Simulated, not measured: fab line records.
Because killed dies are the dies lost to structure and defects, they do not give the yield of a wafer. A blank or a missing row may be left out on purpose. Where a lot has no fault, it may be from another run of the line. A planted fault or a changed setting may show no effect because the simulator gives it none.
One fault seen from 2 desks :: flow rit-cmos :: what lay behind the numbers comes last; until then each desk has only its own

## FOR THE TOOL OWNER'S DESK: pvd-sputter-03
The tool's own readings at RIT_M1_SPUTTER_00 (material Al, target thk 400 nm, time 500 s): means of the sampled wafers that have a number, for each lot that ran on this tool. Marked OUT: a lot whose mean sits more than 4 standard deviations from the usual mean, which makes it out of limits; the brackets give that distance.
Columns: A = cathode-dc-power-W at RIT_M1_SPUTTER_00, usual 1940.0 W; B = throttle-valve-pct at RIT_M1_SPUTTER_00, usual 30.2 %
lot: L862
first seen here: day 3 10:08
A: 1939.9
B: 31.6

lot: L864
first seen here: day 3 16:59
A: 1940.1
B: 30.9

lot: L873
first seen here: day 5 18:21
A: 1940.1
B: 31.4
Result from this desk: across the 3 lots, nothing is out of limits.

## AT THE METROLOGY DESK
Means of the sampled wafers that have a number, per lot and without regard to the tool the lot ran on: this is what the gauges read. Marked OUT: a lot whose mean sits more than 4 standard deviations from the usual mean, which makes it out of limits; the brackets give that distance.
Columns: A = M1_AL_RS at RIT_M1_RS_MEAS_01, usual 0.0753 ohm/sq; B = M1_AL_THK at RIT_M1_THK_MEAS_02, usual 385 nm
lot: L862
first seen here: day 3 10:25
A: 0.0759
B: 378

lot: L863
first seen here: day 3 13:28
A: 0.0754
B: 387

lot: L864
first seen here: day 3 17:17
A: 0.0758
B: 383

lot: L867
first seen here: day 4 09:17
A: 0.0749
B: 384

lot: L869
first seen here: day 4 22:33
A: 0.0757
B: 380

lot: L873
first seen here: day 5 18:40
A: 0.0732
B: 394

lot: L874
first seen here: day 5 21:13
A: 0.0754
B: 386

lot: L875
first seen here: day 6 05:11
A: 0.0767
B: 374

lot: L877
first seen here: day 6 10:44
A: 0.0761
B: 383

lot: L879
first seen here: day 7 01:46
A: 0.0752
B: 387

lot: L880
first seen here: day 7 07:27
A: 0.0757
B: 385

lot: L882
first seen here: day 7 14:28
A: 0.0744
B: 392

lot: L885
first seen here: day 8 04:53
A: 0.0753
B: 388
Result from this desk: across the 13 lots, nothing is out of limits.

## ALL TOGETHER
Nothing out of limits was seen by the tool owner's desk.
The metrology desk saw nothing out of limits.

## WHAT HAD BEEN PUT IN BY THE SIMULATOR
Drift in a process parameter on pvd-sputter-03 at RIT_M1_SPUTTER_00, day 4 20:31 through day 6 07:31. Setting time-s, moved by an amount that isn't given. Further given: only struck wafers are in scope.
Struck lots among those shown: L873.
